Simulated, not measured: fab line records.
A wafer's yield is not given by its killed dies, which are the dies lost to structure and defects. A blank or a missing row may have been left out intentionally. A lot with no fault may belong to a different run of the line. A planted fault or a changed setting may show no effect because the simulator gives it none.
A struck lot beside a sound one :: flow rit-cmos :: 18 out of 202 route steps
Sound: wafers L534.2, L534.5, L534.6. Wafers struck: L547.1, L547.2, L547.5. The cause is given at the end.
Order at every step that has rows: each side's tool, ch and its chambers, its first start. Under that, the readings that differ: sound wafers :: struck wafers :: difference of the means :: sigmas: that difference in standard deviations of wafers without a fault.
alike: readings with means less than 2 such deviations apart, plus words and numbers identical on both sides. not compared: withheld readings, readings lacking a value on some wafer, bounds such as >300 that could conceal the same value, and numbers that have no deviation in the record and whose values overlap.
The two part at a step that has a row with sigmas, a row that says differs or no value, or rows on one side only. Non-overlapping numbers with no deviation appear without sigmas and do not part them. A reading that every wafer of one side lacks parts them only if that side has two wafers or more.

first, 4 steps without rows for these wafers: RIT_PSD_SOFTBAKE_02 (time 60 s); RIT_PSD_EXPOSE_03 (exposes mask M10, target cd 40900 nm); RIT_PSD_PEB_04; RIT_PSD_DEVELOP_05 (develop time 50 s).
RIT_PSD_OVL_MEAS_06:
  sound on overlay-01 at day 3 16:47; struck on overlay-02 at day 6 15:52
  alike: PSD_OVL
then, 2 steps without rows for these wafers: RIT_PSD_HARDBAKE_07 (time 60 s); RIT_PSD_IMPLANT_08.
RIT_PSD_STRIP_09: strips in O2, time 180 s.
  sound on plasma-asher-03 ch 0,1, day 3 17:07; struck on plasma-asher-04 ch 0,1, day 6 16:12
  alike: drypump-motor-current-A
  not compared: rf-hours-counter-h
RIT_PSD_TW_MEAS_10:
  sound on film-metro-01 at day 3 17:19; struck on film-metro-03 at day 6 16:22
  alike: PSD_TW
then, 3 steps without rows for these wafers: RIT_SDANNEAL_CLEAN_00 (cleans in SC1, time 600 s); RIT_SDANNEAL_CLEAN_01 (cleans in dHF, time 30 s); RIT_SDANNEAL_CLEAN_02 (cleans in SC2, time 600 s).
RIT_SDANNEAL_RTA_03: time 5 s.
  sound on rtp-anneal-02 ch 0, day 3 17:45; struck on rtp-anneal-02 ch 0, day 6 16:49
reading: wafer_temp_C_max
sound: 1054.0 1051.2 1052.4
struck: 988.2 987.8 987.0
difference: -64.9
sigmas: -50
RIT_SDANNEAL_RS_MEAS_04: a four-point-probe measurement.
  sound on film-metro-01 at day 3 17:49; struck on film-metro-03 at day 6 16:52
reading: PSD_RS (ohm/sq)
sound: 116.6 116.4 116.1
struck: 165.7 166.1 165.7
difference: +49.5
sigmas: +99 or more
RIT_SDANNEAL_RS_MEAS_05: a four-point-probe measurement.
  sound on film-metro-01 at day 3 17:56; struck on film-metro-03 at day 6 16:59
reading: NSD_RS (ohm/sq)
sound: 84.73 84.65 84.71
struck: 87.10 87.04 87.10
difference: +2.38
sigmas: +9
RIT_SDANNEAL_RS_MEAS_06: a four-point-probe measurement.
  sound on film-metro-01 at day 3 18:04; struck on film-metro-03 at day 6 17:07
reading: PLDD_RS (ohm/sq)
sound: 179.0 178.8 179.3
struck: 245.8 246.5 245.7
difference: +67.0
sigmas: +99 or more
RIT_SDANNEAL_RS_MEAS_07: a four-point-probe measurement.
  sound on film-metro-01 at day 3 18:11; struck on film-metro-03 at day 6 17:14
  alike: NLDD_RS
then, 1 step without rows for these wafers: RIT_SILICIDE_WET_ETCH_00 (etches SiO2 in BOE, target depth 14 nm, time 15 s).

== WHERE THEY PART ==
At RIT_SDANNEAL_RTA_03 first; at RIT_SDANNEAL_RS_MEAS_06 last (within this record only). Later steps at which nothing parts them and some readings are alike: RIT_SDANNEAL_RS_MEAS_07.

WHY: whatever the simulator had introduced
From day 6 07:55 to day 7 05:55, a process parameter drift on rtp-anneal-02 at RIT_SDANNEAL_RTA_03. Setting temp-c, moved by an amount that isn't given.
